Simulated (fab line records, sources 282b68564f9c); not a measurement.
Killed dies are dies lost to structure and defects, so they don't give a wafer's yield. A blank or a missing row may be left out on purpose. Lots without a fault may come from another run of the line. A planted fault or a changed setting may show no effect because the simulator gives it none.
Split-lot experiment | flow rit_cmos | 5 lots, 27 wafers read, on a route of 202 steps

THE SPLIT
At RIT_M1_SPUTTER_00 (material Al, target thk 400 nm, time 500 s), the setting time_s was moved away from the recipe's 500 s on 9 of the 27 wafers read, by -59.6% to -30.9%. The other wafers ran this setting at the recipe's value.

FROM THE SPLIT TO THE READING: what the file shows between them, 5 steps
- RIT_M1_RS_MEAS_01: measures by four-point-probe
- RIT_M1_THK_MEAS_02: measures by xrf
- RIT_M1_HMDS_03: prime time 60 s
- RIT_M1_COAT_04: resist thk 1300 nm
- RIT_M1_HARDBAKE_11: time 120 s

THE READING
oes_product_au, in a.u., at RIT_M1_METAL_ETCH_12 (etches Al in Cl2/BCl3, stops on SiO2, time 165 s, target depth 600 nm). Fault-free wafers of this fab line usually give 0.773 a.u., standard deviation 0.012 a.u..

wafer  | tool, chamber at the split | time_s as run, s | against the recipe | oes_product_au, a.u. | against lot-mates on the recipe
L074.1 | pvd_sputter-03, -          | 500              | recipe             | 0.759                | -
L074.2 | pvd_sputter-03, -          | 202.2            | -59.6%             | 0.501                | -0.262
L074.3 | pvd_sputter-03, -          | 202.2            | -59.6%             | 0.501                | -0.262
L074.4 | pvd_sputter-03, -          | 202.2            | -59.6%             | 0.510                | -0.253
L074.5 | pvd_sputter-03, -          | 500              | recipe             | 0.774                | -
L074.6 | pvd_sputter-03, -          | 500              | recipe             | 0.756                | -
L078.1 | pvd_sputter-03, -          | 500              | recipe             | 0.759                | -
L078.2 | pvd_sputter-03, -          | 500              | recipe             | 0.786                | -
L078.5 | pvd_sputter-03, -          | 500              | recipe             | 0.767                | -
L080.1 | pvd_sputter-03, -          | 500              | recipe             | 0.777                | -
L080.2 | pvd_sputter-03, -          | 500              | recipe             | 0.760                | -
L080.3 | pvd_sputter-03, -          | 500              | recipe             | 0.764                | -
L080.4 | pvd_sputter-03, -          | 500              | recipe             | 0.765                | -
L080.5 | pvd_sputter-03, -          | 500              | recipe             | 0.782                | -
L080.6 | pvd_sputter-03, -          | 500              | recipe             | 0.760                | -
L082.1 | pvd_sputter-01, -          | 500              | recipe             | 0.763                | -
L082.2 | pvd_sputter-01, -          | 270              | -46.0%             | 0.565                | -0.198
L082.3 | pvd_sputter-01, -          | 500              | recipe             | 0.771                | -
L082.4 | pvd_sputter-01, -          | 270              | -46.0%             | 0.558                | -0.205
L082.5 | pvd_sputter-01, -          | 270              | -46.0%             | 0.565                | -0.198
L082.6 | pvd_sputter-01, -          | 500              | recipe             | 0.754                | -
L083.1 | pvd_sputter-03, -          | 500              | recipe             | 0.771                | -
L083.2 | pvd_sputter-03, -          | 500              | recipe             | 0.788                | -
L083.3 | pvd_sputter-03, -          | 345.3            | -30.9%             | 0.635                | -0.146
L083.4 | pvd_sputter-03, -          | 345.3            | -30.9%             | 0.643                | -0.138
L083.5 | pvd_sputter-03, -          | 500              | recipe             | 0.784                | -
L083.6 | pvd_sputter-03, -          | 345.3            | -30.9%             | 0.635                | -0.146

THE FIT
A straight line over all 27 wafers: oes_product_au changes by +0.00444 a.u. for each +1% of time_s; r = +1.00; the points scatter about the line by 0.0094 a.u..
The same after taking each lot's own level away (the mean of its wafers on the recipe; 27 wafers): +0.00438 a.u. for each +1%; r = +1.00; scatter 0.0081 a.u..
On that fit, the largest move of time_s shifts the reading by 0.26 a.u..
The lots' own levels span 0.7627 to 0.7810 a.u., that is 1.5 times the standard deviation above.
So the lot-to-lot level changes the slope little: the two slopes agree.
Check: with one of the wafers moved furthest among these (-59.6%) left out of the fit, the line predicts -0.261 a.u. for it against its lot-mates. It came out at -0.262 a.u. against them.

OTHER SPLITS ON THESE WAFERS
These wafers also went through other splits before the reading. Each is held against what the fit with the lots' levels taken away leaves over:
other split on the same wafers        | wafers away from the commonest value | r with oes_product_au (lot level and that fit taken away)
RIT_ACTIVE_CVD_03 time_s              | 18                                   | +0.19
RIT_CONTACT_DEVELOP_07 develop_time_s | 12                                   | -0.16

THE WHOLE CHAIN: every reading that the file lists as answering this split, in the file's order
step                 | what it does                                                          | reading                                                                     | change (the file's fit)                   | r (the file's)
RIT_M1_SPUTTER_00    | material Al, target thk 400 nm, time 500 s                            | Al_of_M1_SPUTTER_00.thk_nm (the simulator's own value, which no gauge read) | +4.03 nm for each +1% of the setting      | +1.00
RIT_M1_RS_MEAS_01    | measures by four-point-probe                                          | M1_AL_RS                                                                    | -0.00174 for each +1% of the setting      | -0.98
RIT_M1_THK_MEAS_02   | measures by xrf                                                       | M1_AL_THK                                                                   | +3.97 for each +1% of the setting         | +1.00
RIT_M1_METAL_ETCH_12 | etches Al in Cl2/BCl3, stops on SiO2, time 165 s, target depth 600 nm | oes_product_au                                                              | +0.00439 a.u. for each +1% of the setting | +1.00

THE FILE'S OWN FIT
oes_product_au changes by +0.00439 a.u. for each +1% of time_s, r = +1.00.
